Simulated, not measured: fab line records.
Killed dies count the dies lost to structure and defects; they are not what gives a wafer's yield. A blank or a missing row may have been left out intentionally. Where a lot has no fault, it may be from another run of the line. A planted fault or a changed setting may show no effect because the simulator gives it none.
Lot-split experiment	flow berkeleyCmos170	on a route of 331 steps: 5 lots, 23 wafers read

ON THE SPLIT
At UCB170_WELLDRIVE_OXIDATION_01 (target thk 199 nm, ox time 9000 s), the setting tempC was moved away from the recipe's 1100 C on 15 of the 23 wafers read, by -1.5% to +2.4%. This setting was run at the recipe's value on the other wafers.

There is no step in the file separating the split from the reading.

THE READING
WELLDRIVE_OXIDE_THK in nanometres, read at UCB170_WELLDRIVE_THK_MEAS_02. Typical for fault-free wafers on this fab line: 198 nm, with standard deviation 3.9 nm.

wafer	tool, chamber at the split	tempC as run, C	against the recipe	WELLDRIVE_OXIDE_THK, nm	against lot-mates on the recipe
L075.1	-, -	1126	+2.4%	229	no lot-mate on the recipe
L075.2	-, -	1126	+2.4%	231	no lot-mate on the recipe
L075.3	-, -	1126	+2.4%	232	no lot-mate on the recipe
L075.4	-, -	1126	+2.4%	232	no lot-mate on the recipe
L075.6	-, -	1126	+2.4%	231	no lot-mate on the recipe
L078.1	-, -	1100	recipe	203	-
L078.2	-, -	1100	recipe	197	-
L078.3	-, -	1100	recipe	199	-
L078.4	-, -	1100	recipe	199	-
L078.6	-, -	1100	recipe	199	-
L080.2	-, -	1083	-1.5%	179	no lot-mate on the recipe
L080.3	-, -	1083	-1.5%	180	no lot-mate on the recipe
L080.4	-, -	1083	-1.5%	179	no lot-mate on the recipe
L080.5	-, -	1083	-1.5%	182	no lot-mate on the recipe
L080.6	-, -	1083	-1.5%	178	no lot-mate on the recipe
L081.1	furnace-02, 0	1100	recipe	199	-
L081.2	furnace-02, 0	1100	recipe	197	-
L081.3	furnace-02, 0	1100	recipe	197	-
L082.1	-, -	1117	+1.5%	207	no lot-mate on the recipe
L082.2	-, -	1117	+1.5%	207	no lot-mate on the recipe
L082.3	-, -	1117	+1.5%	208	no lot-mate on the recipe
L082.4	-, -	1117	+1.5%	210	no lot-mate on the recipe
L082.6	-, -	1117	+1.5%	207	no lot-mate on the recipe

FIT RESULTS
A straight line over all 23 wafers: WELLDRIVE_OXIDE_THK changes by +11.9 nm for each +1% of tempC; r = +0.96; the points scatter about the line by 5 nm.
Too few moved wafers with a lot-mate on the recipe to fit a line net of each lot's own level.

THE WHOLE CHAIN: every reading that the file lists as answering this split, in the file's order
step	what it does	reading	change (the file's fit)	r (the file's)
UCB170_WELLDRIVE_OXIDATION_01	target thk 199 nm, ox time 9000 s	SiO2_of_WELLDRIVE_OXIDATION_01.thkNm (the simulator's own value, which no gauge read)	+11.8 nm for each +1% of the setting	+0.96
UCB170_WELLDRIVE_THK_MEAS_02		WELLDRIVE_OXIDE_THK	+11.8 for each +1% of the setting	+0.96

THE FILE'S OWN FIT
WELLDRIVE_OXIDE_THK changes by +11.8 nm for each +1% of tempC, r = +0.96.
